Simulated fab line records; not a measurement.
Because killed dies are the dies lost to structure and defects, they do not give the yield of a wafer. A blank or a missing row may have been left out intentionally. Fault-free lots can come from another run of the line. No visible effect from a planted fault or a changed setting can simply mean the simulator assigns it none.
fab line records / flow rit-cmos
[record] lots = 16 wafers = 48 last-day = 7
route steps=202 shown SILICIDE@162
lots that met no fault: from a run of the same line without faults
start-h: the number of hours between the record's first day and the start of the first shown wafer of the lot / wait-h: hours from the lot's prior step to this one / " repeats the value in the row above / L1.1+2: several wafers, shown together as one row / - no value present, or no start provided / * or withheld: withheld / < > ~ a bound
route shown NAME@n: a module of which the file shows steps, and the number in the route of the first / usual: average and standard deviation across the fault-free wafers / same: alike in all rows / chamber/n: place in a boat / sites: per-site readings / _std_site: the standard deviation of these / _edge_site: mean of outer sites minus mean of inner sites / radius-mm: how far each site lies from the wafer's centre / mask NAME#n: copy n / behind: the last tool/chamber to shape the wafer / hold: why the lot was held/for how many hours/how that ended / device: the n, p or np transistor that did not switch / end of line: tests run on the same wafers once the route is complete / a step given without rows: its recipe and nothing more / killed: not the wafer's yield, but the dies lost to structure and defects at the first sort / map: dies across one wafer; x = killed, . = not, _ = none there
set.NAME: the run value of the setting; set.NAME@STEP: its run value at that earlier step / model.NAME: the simulator's own value behind a step, which no gauge read
steps of the route over a sample of lots; a table a step, a row a wafer
services: the hour from which a tool's chamber was out of use, counted from the record's first day as start-h (under 0 if before that day), plus the number of hours and why
[[steps]]
[step RIT_SILICIDE_SPUTTER_01]
[recipe] material = Ti target-thk-nm = 30 power-w = 350 chamber-pressure-pa = 0.667 gas = Ar time-s = 240 substrate-temp-c = 25
[usual] chamber-pressure-pa = 0.6670/0.0015 throttle-valve-pct = 29.9/1
lot.wafer=L196.1 tool=pvd-sputter-01 chamber=- start-h=51.44 wait-h=0.0 chamber-pressure-pa=0.6660 throttle-valve-pct=28.7
lot.wafer=L196.3 tool=pvd-sputter-01 chamber=- start-h=51.44 wait-h=0.0 chamber-pressure-pa=0.6650 throttle-valve-pct=30.8
lot.wafer=L196.5 tool=pvd-sputter-01 chamber=- start-h=51.44 wait-h=0.0 chamber-pressure-pa=0.6660 throttle-valve-pct=27.7
lot.wafer=L197.1 tool=pvd-sputter-04 chamber=- start-h=56.29 wait-h=0.0 chamber-pressure-pa=0.6664 throttle-valve-pct=29.5
lot.wafer=L197.2 tool=pvd-sputter-04 chamber=- start-h=56.29 wait-h=0.0 chamber-pressure-pa=0.6667 throttle-valve-pct=29.1
lot.wafer=L197.4 tool=pvd-sputter-04 chamber=- start-h=56.29 wait-h=0.0 chamber-pressure-pa=0.6644 throttle-valve-pct=29.6
lot.wafer=L198.2 tool=pvd-sputter-01 chamber=- start-h=61.19 wait-h=0.0 chamber-pressure-pa=0.6689 throttle-valve-pct=30.7
lot.wafer=L198.3 tool=pvd-sputter-01 chamber=- start-h=61.19 wait-h=0.0 chamber-pressure-pa=0.6652 throttle-valve-pct=31.3
lot.wafer=L198.4 tool=pvd-sputter-01 chamber=- start-h=61.19 wait-h=0.0 chamber-pressure-pa=0.6668 throttle-valve-pct=29.0
lot.wafer=L200.1 tool=pvd-sputter-01 chamber=- start-h=71.30 wait-h=0.0 chamber-pressure-pa=0.6669 throttle-valve-pct=30.8
lot.wafer=L200.3 tool=pvd-sputter-01 chamber=- start-h=71.30 wait-h=0.0 chamber-pressure-pa=0.6688 throttle-valve-pct=31.0
lot.wafer=L200.4 tool=pvd-sputter-01 chamber=- start-h=71.30 wait-h=0.0 chamber-pressure-pa=0.6661 throttle-valve-pct=27.8
lot.wafer=L202.2 tool=pvd-sputter-02 chamber=- start-h=80.58 wait-h=0.0 chamber-pressure-pa=0.6660 throttle-valve-pct=31.9
lot.wafer=L202.3 tool=pvd-sputter-02 chamber=- start-h=80.58 wait-h=0.0 chamber-pressure-pa=0.6669 throttle-valve-pct=29.9
lot.wafer=L202.4 tool=pvd-sputter-02 chamber=- start-h=80.58 wait-h=0.0 chamber-pressure-pa=0.6692 throttle-valve-pct=29.9
lot.wafer=L203.3 tool=pvd-sputter-04 chamber=- start-h=84.41 wait-h=0.0 chamber-pressure-pa=0.6679 throttle-valve-pct=29.4
lot.wafer=L203.4 tool=pvd-sputter-04 chamber=- start-h=84.41 wait-h=0.0 chamber-pressure-pa=0.6681 throttle-valve-pct=29.5
lot.wafer=L203.5 tool=pvd-sputter-04 chamber=- start-h=84.41 wait-h=0.0 chamber-pressure-pa=0.6672 throttle-valve-pct=29.6
lot.wafer=L205.1 tool=pvd-sputter-04 chamber=- start-h=96.49 wait-h=0.0 chamber-pressure-pa=0.6681 throttle-valve-pct=29.6
lot.wafer=L205.2 tool=pvd-sputter-04 chamber=- start-h=96.49 wait-h=0.0 chamber-pressure-pa=0.6670 throttle-valve-pct=29.4
lot.wafer=L205.4 tool=pvd-sputter-04 chamber=- start-h=96.49 wait-h=0.0 chamber-pressure-pa=0.6677 throttle-valve-pct=29.4
lot.wafer=L206.2 tool=pvd-sputter-02 chamber=- start-h=99.83 wait-h=0.0 chamber-pressure-pa=0.6670 throttle-valve-pct=29.7
lot.wafer=L206.3 tool=pvd-sputter-02 chamber=- start-h=99.83 wait-h=0.0 chamber-pressure-pa=0.6670 throttle-valve-pct=29.8
lot.wafer=L206.4 tool=pvd-sputter-02 chamber=- start-h=99.83 wait-h=0.0 chamber-pressure-pa=0.6689 throttle-valve-pct=32.0
lot.wafer=L207.1 tool=pvd-sputter-04 chamber=- start-h=104.78 wait-h=0.0 chamber-pressure-pa=0.6698 throttle-valve-pct=31.1
lot.wafer=L207.5 tool=pvd-sputter-04 chamber=- start-h=104.78 wait-h=0.0 chamber-pressure-pa=0.6680 throttle-valve-pct=30.9
lot.wafer=L207.6 tool=pvd-sputter-04 chamber=- start-h=104.78 wait-h=0.0 chamber-pressure-pa=0.6660 throttle-valve-pct=29.3
lot.wafer=L208.2 tool=pvd-sputter-02 chamber=- start-h=111.69 wait-h=0.0 chamber-pressure-pa=0.6699 throttle-valve-pct=29.7
lot.wafer=L208.4 tool=pvd-sputter-02 chamber=- start-h=111.69 wait-h=0.0 chamber-pressure-pa=0.6670 throttle-valve-pct=31.8
lot.wafer=L208.5 tool=pvd-sputter-02 chamber=- start-h=111.69 wait-h=0.0 chamber-pressure-pa=0.6669 throttle-valve-pct=30.3
lot.wafer=L209.2 tool=pvd-sputter-04 chamber=- start-h=116.91 wait-h=0.0 chamber-pressure-pa=0.6687 throttle-valve-pct=29.5
lot.wafer=L209.3 tool=pvd-sputter-04 chamber=- start-h=116.91 wait-h=0.0 chamber-pressure-pa=0.6655 throttle-valve-pct=30.7
lot.wafer=L209.4 tool=pvd-sputter-04 chamber=- start-h=116.91 wait-h=0.0 chamber-pressure-pa=0.6660 throttle-valve-pct=29.4
lot.wafer=L210.1 tool=pvd-sputter-04 chamber=- start-h=120.18 wait-h=0.0 chamber-pressure-pa=0.6689 throttle-valve-pct=30.7
lot.wafer=L210.4 tool=pvd-sputter-04 chamber=- start-h=120.18 wait-h=0.0 chamber-pressure-pa=0.6673 throttle-valve-pct=29.4
lot.wafer=L210.5 tool=pvd-sputter-04 chamber=- start-h=120.18 wait-h=0.0 chamber-pressure-pa=0.6701 throttle-valve-pct=31.0
lot.wafer=L212.1 tool=pvd-sputter-04 chamber=- start-h=129.18 wait-h=0.0 chamber-pressure-pa=0.6677 throttle-valve-pct=29.2
lot.wafer=L212.3 tool=pvd-sputter-04 chamber=- start-h=129.18 wait-h=0.0 chamber-pressure-pa=0.6677 throttle-valve-pct=29.9
lot.wafer=L212.5 tool=pvd-sputter-04 chamber=- start-h=129.18 wait-h=0.0 chamber-pressure-pa=0.6648 throttle-valve-pct=29.4
lot.wafer=L214.1 tool=pvd-sputter-04 chamber=- start-h=142.61 wait-h=0.0 chamber-pressure-pa=0.6689 throttle-valve-pct=30.9
lot.wafer=L214.4 tool=pvd-sputter-04 chamber=- start-h=142.61 wait-h=0.0 chamber-pressure-pa=0.6704 throttle-valve-pct=29.5
lot.wafer=L214.5 tool=pvd-sputter-04 chamber=- start-h=142.61 wait-h=0.0 chamber-pressure-pa=0.6696 throttle-valve-pct=29.5
lot.wafer=L217.1 tool=pvd-sputter-01 chamber=- start-h=155.39 wait-h=0.0 chamber-pressure-pa=0.6664 throttle-valve-pct=31.1
lot.wafer=L217.2 tool=pvd-sputter-01 chamber=- start-h=155.39 wait-h=0.0 chamber-pressure-pa=0.6650 throttle-valve-pct=28.0
lot.wafer=L217.5 tool=pvd-sputter-01 chamber=- start-h=155.39 wait-h=0.0 chamber-pressure-pa=0.6666 throttle-valve-pct=31.3
lot.wafer=L219.2 tool=pvd-sputter-01 chamber=- start-h=166.76 wait-h=0.0 chamber-pressure-pa=0.6667 throttle-valve-pct=30.8
lot.wafer=L219.4 tool=pvd-sputter-01 chamber=- start-h=166.76 wait-h=0.0 chamber-pressure-pa=0.6679 throttle-valve-pct=28.0
lot.wafer=L219.5 tool=pvd-sputter-01 chamber=- start-h=166.76 wait-h=0.0 chamber-pressure-pa=0.6677 throttle-valve-pct=27.8
[step RIT_SILICIDE_RS_MEAS_02]
[recipe] thk-meas-gauge = four-point-probe reads = Ti_of_SILICIDE_SPUTTER_01
[usual] SILICIDE_TI_RS = 47.6/0.51
lot.wafer=L196.1 tool=film-metro-03 chamber=- start-h=51.61 wait-h=0.1 SILICIDE_TI_RS[ohm/sq]=47.5
lot.wafer=L196.3 tool=film-metro-03 chamber=- start-h=51.61 wait-h=0.1 SILICIDE_TI_RS[ohm/sq]=47.5
lot.wafer=L196.5 tool=film-metro-03 chamber=- start-h=51.61 wait-h=0.1 SILICIDE_TI_RS[ohm/sq]=47.0
lot.wafer=L197.1 tool=film-metro-04 chamber=- start-h=56.46 wait-h=0.1 SILICIDE_TI_RS[ohm/sq]=47.6
lot.wafer=L197.2 tool=film-metro-04 chamber=- start-h=56.46 wait-h=0.1 SILICIDE_TI_RS[ohm/sq]=47.5
lot.wafer=L197.4 tool=film-metro-04 chamber=- start-h=56.46 wait-h=0.1 SILICIDE_TI_RS[ohm/sq]=47.9
lot.wafer=L198.2 tool=film-metro-04 chamber=- start-h=61.36 wait-h=0.1 SILICIDE_TI_RS[ohm/sq]=48.6
lot.wafer=L198.3 tool=film-metro-04 chamber=- start-h=61.36 wait-h=0.1 SILICIDE_TI_RS[ohm/sq]=48.4
lot.wafer=L198.4 tool=film-metro-04 chamber=- start-h=61.36 wait-h=0.1 SILICIDE_TI_RS[ohm/sq]=47.9
lot.wafer=L200.1 tool=film-metro-03 chamber=- start-h=71.45 wait-h=0.1 SILICIDE_TI_RS[ohm/sq]=48.5
lot.wafer=L200.3 tool=film-metro-03 chamber=- start-h=71.45 wait-h=0.1 SILICIDE_TI_RS[ohm/sq]=48.3
lot.wafer=L200.4 tool=film-metro-03 chamber=- start-h=71.45 wait-h=0.1 SILICIDE_TI_RS[ohm/sq]=48.2
lot.wafer=L202.2 tool=film-metro-03 chamber=- start-h=80.75 wait-h=0.1 SILICIDE_TI_RS[ohm/sq]=47.6
lot.wafer=L202.3 tool=film-metro-03 chamber=- start-h=80.75 wait-h=0.1 SILICIDE_TI_RS[ohm/sq]=47.4
lot.wafer=L202.4 tool=film-metro-03 chamber=- start-h=80.75 wait-h=0.1 SILICIDE_TI_RS[ohm/sq]=47.1
lot.wafer=L203.3 tool=film-metro-01 chamber=- start-h=84.60 wait-h=0.1 SILICIDE_TI_RS[ohm/sq]=47.4
lot.wafer=L203.4 tool=film-metro-01 chamber=- start-h=84.60 wait-h=0.1 SILICIDE_TI_RS[ohm/sq]=47.1
lot.wafer=L203.5 tool=film-metro-01 chamber=- start-h=84.60 wait-h=0.1 SILICIDE_TI_RS[ohm/sq]=47.0
lot.wafer=L205.1 tool=film-metro-03 chamber=- start-h=96.64 wait-h=0.1 SILICIDE_TI_RS[ohm/sq]=47.3
lot.wafer=L205.2 tool=film-metro-03 chamber=- start-h=96.64 wait-h=0.1 SILICIDE_TI_RS[ohm/sq]=47.8
lot.wafer=L205.4 tool=film-metro-03 chamber=- start-h=96.64 wait-h=0.1 SILICIDE_TI_RS[ohm/sq]=47.6
lot.wafer=L206.2 tool=film-metro-03 chamber=- start-h=100.00 wait-h=0.1 SILICIDE_TI_RS[ohm/sq]=47.2
lot.wafer=L206.3 tool=film-metro-03 chamber=- start-h=100.00 wait-h=0.1 SILICIDE_TI_RS[ohm/sq]=47.2
lot.wafer=L206.4 tool=film-metro-03 chamber=- start-h=100.00 wait-h=0.1 SILICIDE_TI_RS[ohm/sq]=47.7
lot.wafer=L207.1 tool=film-metro-03 chamber=- start-h=104.93 wait-h=0.1 SILICIDE_TI_RS[ohm/sq]=48.5
lot.wafer=L207.5 tool=film-metro-03 chamber=- start-h=104.93 wait-h=0.1 SILICIDE_TI_RS[ohm/sq]=48.5
lot.wafer=L207.6 tool=film-metro-03 chamber=- start-h=104.93 wait-h=0.1 SILICIDE_TI_RS[ohm/sq]=48.0
lot.wafer=L208.2 tool=film-metro-01 chamber=- start-h=111.86 wait-h=0.1 SILICIDE_TI_RS[ohm/sq]=46.5
lot.wafer=L208.4 tool=film-metro-01 chamber=- start-h=111.86 wait-h=0.1 SILICIDE_TI_RS[ohm/sq]=46.9
lot.wafer=L208.5 tool=film-metro-01 chamber=- start-h=111.86 wait-h=0.1 SILICIDE_TI_RS[ohm/sq]=47.1
lot.wafer=L209.2 tool=film-metro-04 chamber=- start-h=117.08 wait-h=0.1 SILICIDE_TI_RS[ohm/sq]=67.7
lot.wafer=L209.3 tool=film-metro-04 chamber=- start-h=117.08 wait-h=0.1 SILICIDE_TI_RS[ohm/sq]=66.4
lot.wafer=L209.4 tool=film-metro-04 chamber=- start-h=117.08 wait-h=0.1 SILICIDE_TI_RS[ohm/sq]=66.5
lot.wafer=L210.1 tool=film-metro-04 chamber=- start-h=120.33 wait-h=0.1 SILICIDE_TI_RS[ohm/sq]=64.8
lot.wafer=L210.4 tool=film-metro-04 chamber=- start-h=120.33 wait-h=0.1 SILICIDE_TI_RS[ohm/sq]=65.2
lot.wafer=L210.5 tool=film-metro-04 chamber=- start-h=120.33 wait-h=0.1 SILICIDE_TI_RS[ohm/sq]=65.6
lot.wafer=L212.1 tool=film-metro-01 chamber=- start-h=129.35 wait-h=0.1 SILICIDE_TI_RS[ohm/sq]=65.5
lot.wafer=L212.3 tool=film-metro-01 chamber=- start-h=129.35 wait-h=0.1 SILICIDE_TI_RS[ohm/sq]=64.9
lot.wafer=L212.5 tool=film-metro-01 chamber=- start-h=129.35 wait-h=0.1 SILICIDE_TI_RS[ohm/sq]=66.2
lot.wafer=L214.1 tool=film-metro-03 chamber=- start-h=142.76 wait-h=0.1 SILICIDE_TI_RS[ohm/sq]=66.3
lot.wafer=L214.4 tool=film-metro-03 chamber=- start-h=142.76 wait-h=0.1 SILICIDE_TI_RS[ohm/sq]=66.0
lot.wafer=L214.5 tool=film-metro-03 chamber=- start-h=142.76 wait-h=0.1 SILICIDE_TI_RS[ohm/sq]=66.0
lot.wafer=L217.1 tool=film-metro-01 chamber=- start-h=155.54 wait-h=0.1 SILICIDE_TI_RS[ohm/sq]=46.3
lot.wafer=L217.2 tool=film-metro-01 chamber=- start-h=155.54 wait-h=0.1 SILICIDE_TI_RS[ohm/sq]=47.2
lot.wafer=L217.5 tool=film-metro-01 chamber=- start-h=155.54 wait-h=0.1 SILICIDE_TI_RS[ohm/sq]=47.1
lot.wafer=L219.2 tool=film-metro-03 chamber=- start-h=166.93 wait-h=0.1 SILICIDE_TI_RS[ohm/sq]=48.4
lot.wafer=L219.4 tool=film-metro-03 chamber=- start-h=166.93 wait-h=0.1 SILICIDE_TI_RS[ohm/sq]=47.9
lot.wafer=L219.5 tool=film-metro-03 chamber=- start-h=166.93 wait-h=0.1 SILICIDE_TI_RS[ohm/sq]=47.9
[step RIT_SILICIDE_THK_MEAS_03]
[recipe] thk-meas-gauge = xrf reads = Ti_of_SILICIDE_SPUTTER_01
[usual] SILICIDE_TI_THK = 30.31/0.27
lot.wafer=L196.1 tool=film-metro-03 chamber=- start-h=51.73 wait-h=0.1 SILICIDE_TI_THK[nm]=30.47
lot.wafer=L196.3 tool=film-metro-03 chamber=- start-h=51.73 wait-h=0.1 SILICIDE_TI_THK[nm]=30.47
lot.wafer=L196.5 tool=film-metro-03 chamber=- start-h=51.73 wait-h=0.1 SILICIDE_TI_THK[nm]=30.71
lot.wafer=L197.1 tool=film-metro-04 chamber=- start-h=56.58 wait-h=0.1 SILICIDE_TI_THK[nm]=30.38
lot.wafer=L197.2 tool=film-metro-04 chamber=- start-h=56.58 wait-h=0.1 SILICIDE_TI_THK[nm]=30.35
lot.wafer=L197.4 tool=film-metro-04 chamber=- start-h=56.58 wait-h=0.1 SILICIDE_TI_THK[nm]=30.07
lot.wafer=L198.2 tool=film-metro-04 chamber=- start-h=61.47 wait-h=0.1 SILICIDE_TI_THK[nm]=29.69
lot.wafer=L198.3 tool=film-metro-04 chamber=- start-h=61.47 wait-h=0.1 SILICIDE_TI_THK[nm]=29.75
lot.wafer=L198.4 tool=film-metro-04 chamber=- start-h=61.47 wait-h=0.1 SILICIDE_TI_THK[nm]=30.13
lot.wafer=L200.1 tool=film-metro-03 chamber=- start-h=71.57 wait-h=0.1 SILICIDE_TI_THK[nm]=30.08
lot.wafer=L200.3 tool=film-metro-03 chamber=- start-h=71.57 wait-h=0.1 SILICIDE_TI_THK[nm]=30.21
lot.wafer=L200.4 tool=film-metro-03 chamber=- start-h=71.57 wait-h=0.1 SILICIDE_TI_THK[nm]=30.10
lot.wafer=L202.2 tool=film-metro-03 chamber=- start-h=80.86 wait-h=0.1 SILICIDE_TI_THK[nm]=30.41
lot.wafer=L202.3 tool=film-metro-03 chamber=- start-h=80.86 wait-h=0.1 SILICIDE_TI_THK[nm]=30.52
lot.wafer=L202.4 tool=film-metro-03 chamber=- start-h=80.86 wait-h=0.1 SILICIDE_TI_THK[nm]=30.59
lot.wafer=L203.3 tool=film-metro-01 chamber=- start-h=84.70 wait-h=0.1 SILICIDE_TI_THK[nm]=30.23
lot.wafer=L203.4 tool=film-metro-01 chamber=- start-h=84.70 wait-h=0.1 SILICIDE_TI_THK[nm]=30.34
lot.wafer=L203.5 tool=film-metro-01 chamber=- start-h=84.70 wait-h=0.1 SILICIDE_TI_THK[nm]=30.44
lot.wafer=L205.1 tool=film-metro-03 chamber=- start-h=96.76 wait-h=0.1 SILICIDE_TI_THK[nm]=30.56
lot.wafer=L205.2 tool=film-metro-03 chamber=- start-h=96.76 wait-h=0.1 SILICIDE_TI_THK[nm]=30.22
lot.wafer=L205.4 tool=film-metro-03 chamber=- start-h=96.76 wait-h=0.1 SILICIDE_TI_THK[nm]=30.59
lot.wafer=L206.2 tool=film-metro-03 chamber=- start-h=100.11 wait-h=0.1 SILICIDE_TI_THK[nm]=30.72
lot.wafer=L206.3 tool=film-metro-03 chamber=- start-h=100.11 wait-h=0.1 SILICIDE_TI_THK[nm]=30.62
lot.wafer=L206.4 tool=film-metro-03 chamber=- start-h=100.11 wait-h=0.1 SILICIDE_TI_THK[nm]=30.35
lot.wafer=L207.1 tool=film-metro-03 chamber=- start-h=105.05 wait-h=0.1 SILICIDE_TI_THK[nm]=30.04
lot.wafer=L207.5 tool=film-metro-03 chamber=- start-h=105.05 wait-h=0.1 SILICIDE_TI_THK[nm]=29.97
lot.wafer=L207.6 tool=film-metro-03 chamber=- start-h=105.05 wait-h=0.1 SILICIDE_TI_THK[nm]=30.30
lot.wafer=L208.2 tool=film-metro-01 chamber=- start-h=111.97 wait-h=0.1 SILICIDE_TI_THK[nm]=30.67
lot.wafer=L208.4 tool=film-metro-01 chamber=- start-h=111.97 wait-h=0.1 SILICIDE_TI_THK[nm]=30.58
lot.wafer=L208.5 tool=film-metro-01 chamber=- start-h=111.97 wait-h=0.1 SILICIDE_TI_THK[nm]=30.22
lot.wafer=L209.2 tool=film-metro-04 chamber=- start-h=117.19 wait-h=0.1 SILICIDE_TI_THK[nm]=24.63
lot.wafer=L209.3 tool=film-metro-04 chamber=- start-h=117.19 wait-h=0.1 SILICIDE_TI_THK[nm]=24.95
lot.wafer=L209.4 tool=film-metro-04 chamber=- start-h=117.19 wait-h=0.1 SILICIDE_TI_THK[nm]=24.84
lot.wafer=L210.1 tool=film-metro-04 chamber=- start-h=120.45 wait-h=0.1 SILICIDE_TI_THK[nm]=25.37
lot.wafer=L210.4 tool=film-metro-04 chamber=- start-h=120.45 wait-h=0.1 SILICIDE_TI_THK[nm]=25.21
lot.wafer=L210.5 tool=film-metro-04 chamber=- start-h=120.45 wait-h=0.1 SILICIDE_TI_THK[nm]=25.27
lot.wafer=L212.1 tool=film-metro-01 chamber=- start-h=129.47 wait-h=0.1 SILICIDE_TI_THK[nm]=25.12
lot.wafer=L212.3 tool=film-metro-01 chamber=- start-h=129.47 wait-h=0.1 SILICIDE_TI_THK[nm]=25.33
lot.wafer=L212.5 tool=film-metro-01 chamber=- start-h=129.47 wait-h=0.1 SILICIDE_TI_THK[nm]=24.98
lot.wafer=L214.1 tool=film-metro-03 chamber=- start-h=142.88 wait-h=0.1 SILICIDE_TI_THK[nm]=25.04
lot.wafer=L214.4 tool=film-metro-03 chamber=- start-h=142.88 wait-h=0.1 SILICIDE_TI_THK[nm]=25.23
lot.wafer=L214.5 tool=film-metro-03 chamber=- start-h=142.88 wait-h=0.1 SILICIDE_TI_THK[nm]=25.19
lot.wafer=L217.1 tool=film-metro-01 chamber=- start-h=155.66 wait-h=0.1 SILICIDE_TI_THK[nm]=30.87
lot.wafer=L217.2 tool=film-metro-01 chamber=- start-h=155.66 wait-h=0.1 SILICIDE_TI_THK[nm]=30.39
lot.wafer=L217.5 tool=film-metro-01 chamber=- start-h=155.66 wait-h=0.1 SILICIDE_TI_THK[nm]=30.36
lot.wafer=L219.2 tool=film-metro-03 chamber=- start-h=167.04 wait-h=0.1 SILICIDE_TI_THK[nm]=30.00
lot.wafer=L219.4 tool=film-metro-03 chamber=- start-h=167.04 wait-h=0.1 SILICIDE_TI_THK[nm]=30.42
lot.wafer=L219.5 tool=film-metro-03 chamber=- start-h=167.04 wait-h=0.1 SILICIDE_TI_THK[nm]=30.24
[[services]]
tool=pvd-sputter-02 chamber=- start-h=68.49 hours=3.0 kind=repair
tool=pvd-sputter-01 chamber=- start-h=117.27 hours=6.6 kind=repair
[[key]]
[first-sign] step = RIT_SILICIDE_RS_MEAS_02 reading = SILICIDE_TI_RS direction = up sigmas = 36 usual = 47.6 struck = 65.9
[effect] step = RIT_SILICIDE_THK_MEAS_03 reading = SILICIDE_TI_THK direction = down sigmas = 20 usual = 30.31 struck = 25.10
met-at RIT_SILICIDE_SPUTTER_01
struck-lots L209,L210,L212,L214
tester-left-out L209,L210,L212,L214
onset-between 104.78 116.91
[fault] kind = site-profile-drift tool = pvd-sputter-04 chamber = - onset-h = 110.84 steps = RIT_SILICIDE_SPUTTER_01 basis = fraction max-abs-drift = 0.38842 slope-share-per-hr = 86.316 site-pattern = 0,0,0,0,0,-1,-1,-1,-1
// tester-left-out: of these lots the tester's yield and bins aren't shown, on N5 and GAA mostly nor the transistor test; their killed dies are dies lost to structure and defects alone, not to doping, threshold or leakage, so they don't give the yield
